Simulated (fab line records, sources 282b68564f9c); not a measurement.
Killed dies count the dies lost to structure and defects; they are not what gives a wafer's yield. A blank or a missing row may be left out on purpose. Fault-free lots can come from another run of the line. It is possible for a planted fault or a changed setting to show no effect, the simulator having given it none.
Which tool was responsible?    flow rit cmos    Sampling: 14 lots, 42 wafers, 4 of 202 route steps

== WHAT EACH GAUGE READ, for each wafer ==
RIT_ACTIVE_BOW_MEAS_00.
lot   measured     on             INCOMING_BOW (um)
L473  day 1 10:00  film metro-04  7 0 12
L475  day 1 20:00  film metro-01  1 1 4
L476  day 2 01:01  film metro-04  0 -1 5
L477  day 2 06:01  film metro-03  3 0 7
L479  day 2 16:01  film metro-03  0 9 -3
L481  day 3 02:00  film metro-03  -1 3 1
L482  day 3 07:00  film metro-04  3 2 -4
L486  day 4 03:01  film metro-01  -4 -2 3
L489  day 4 18:00  film metro-01  -3 9 -1
L490  day 4 23:02  film metro-01  -5 -6 5
L491  day 5 04:02  film metro-04  -2 14 6
L492  day 5 09:01  film metro-04  -6 7 -15
L493  day 5 14:00  film metro-01  2 -1 -5
L496  day 6 05:01  film metro-04  7 -1 4

RIT_ACTIVE_CD_MEAS_11 targets a cd of 1400 nm.
lot   measured     on         cd nm (nm)
L473  day 1 15:27  cd sem-02  1400.3 1401.5 1402.4
L475  day 2 00:26  cd sem-02  1402.3 1403.0 1401.1
L476  day 2 05:35  cd sem-02  1402.2 1400.7 1403.3
L477  day 2 10:32  cd sem-01  1404.0 1403.4 1402.9
L479  day 2 20:35  cd sem-01  1403.0 1404.9 1403.2
L481  day 3 06:35  cd sem-01  1401.4 1399.0 1398.5
L482  day 3 11:34  cd sem-02  1398.5 1399.5 1402.0
L486  day 4 07:35  cd sem-02  1403.5 1403.9 1401.0
L489  day 4 22:58  cd sem-01  1404.8 1403.9 1403.9
L490  day 5 03:29  cd sem-02  1402.4 1402.0 1402.0
L491  day 5 08:29  cd sem-02  1402.3 1403.3 1403.3
L492  day 5 13:28  cd sem-01  1400.1 1398.6 1399.7
L493  day 5 18:26  cd sem-01  1399.0 1399.4 1401.8
L496  day 6 09:35  cd sem-01  1398.7 1398.4 1398.5

RIT_GATE_THK_MEAS_07.
lot   measured     on             GATE_OXIDE_THK (nm)
L473  day 2 15:51  film metro-04  3.02 3.00 2.98
L475  day 2 20:28  film metro-02  3.01 2.94 2.92
L476  day 3 01:52  film metro-04  3.00 3.03 3.04
L477  day 3 06:40  film metro-02  3.00 2.99 2.97
L479  day 3 16:34  film metro-02  2.91 2.97 2.99
L481  day 4 01:53  film metro-02  2.94 2.93 2.92
L482  day 4 07:01  film metro-01  3.08 3.09 3.07
L486  day 5 02:23  film metro-01  3.07 3.09 3.06
L489  day 5 17:56  film metro-02  2.99 3.07 3.09
L490  day 5 21:59  film metro-04  3.00 3.04 3.04
L491  day 6 04:43  film metro-04  3.09 3.08 3.08
L492  day 6 10:13  film metro-04  2.95 2.93 2.96
L493  day 6 14:46  film metro-01  3.06 3.04 3.07
L496  day 7 04:38  film metro-02  2.87 2.84 2.95

== WHICH TOOL RAN EACH LOT (tool, then ch and the chambers of the sampled wafers, then the start) ==
lot   RIT_PRETRO_SOFTBAKE_02
L473  litho track-02 ch 0, day 2 10:49
L475  litho track-01 ch 0, day 2 17:22
L476  litho track-04 ch 0, day 2 21:32
L477  litho track-04 ch 0, day 3 03:10
L479  litho track-02 ch 0, day 3 13:22
L481  litho track-01 ch 0, day 3 22:47
L482  litho track-02 ch 0, day 4 03:49
L486  litho track-04 ch 0, day 4 23:09
L489  litho track-02 ch 0, day 5 14:50
L490  litho track-04 ch 0, day 5 18:49
L491  litho track-02 ch 0, day 6 01:41
L492  litho track-02 ch 0, day 6 06:34
L493  litho track-02 ch 0, day 6 11:34
L496  litho track-04 ch 0, day 7 00:46
- RIT_PRETRO_SOFTBAKE_02: time 60 s.

== WHAT THE TOOLS THEMSELVES READ (means of the sampled wafers that have a number; where no wafer has one, the mark that the record gives instead) ==
RIT_PRETRO_SOFTBAKE_02.
lot   tool            heater power total W (W)  run length s (s)
L473  litho track-02  34.56                     88.92
L475  litho track-01  34.59                     89.35
L476  litho track-04  34.63                     89.27
L477  litho track-04  34.55                     89.27
L479  litho track-02  34.61                     88.90
L481  litho track-01  34.55                     89.21
L482  litho track-02  34.56                     88.96
L486  litho track-04  34.59                     89.39
L489  litho track-02  34.51                     88.84
L490  litho track-04  34.54                     89.35
L491  litho track-02  34.57                     88.90
L492  litho track-02  37.03                     76.05
L493  litho track-02  36.97                     76.08
L496  litho track-04  34.54                     89.38

== THE ANSWER, worked out from the rows above alone ==
Rule: the usual values come from the lots themselves. Put in order of their means at a reading, lots are off if they are a third of the lots or fewer, leave a main group of 4 or more, and stand apart from it by a gap of 3 or more times the standard deviation of the main group's means; of several such gaps the widest counts. Not used: any main group whose means are identical at the precision the tables above print for the reading. A lot without any number at a reading at which 4 lots or more have one is off too. The other lots that the step has rows for count as sound. The gauges are gone through in route order, then the tools' own readings, and for those a lot's mean is taken as printed above. At the first step where some lot is off, the reading lying furthest off is the one used; lots without a number count as furthest.
Off at RIT_PRETRO_SOFTBAKE_02 (heater power total W): L492, L493. Main group: mean 34.57 W, sd 0.032.
A tool fits if, at that step or a process step before it, it ran every lot that is off, and no sound lot after the first of them. One fits: litho track-02 at RIT_PRETRO_SOFTBAKE_02. A fault onset in the window from L491 (day 6 01:41, its last sound lot) to L492 (day 6 06:34, its first lot off) fits.
The tool's own readings at RIT_PRETRO_SOFTBAKE_02 bear it out: on the lots that are off they differ by more than 5 times the standard deviation of the sound lots' means. heater power total W reads 37.00 W there against 34.57 W on the sound lots; run length s reads 76.06 s there against 89.14 s on the sound lots.

== WHAT THE SIMULATOR PUT IN ==
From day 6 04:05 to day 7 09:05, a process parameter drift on litho track-02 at RIT_PRETRO_SOFTBAKE_02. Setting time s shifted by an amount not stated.
Shown lots that were struck: L492, L493. Same finding as the rule above.
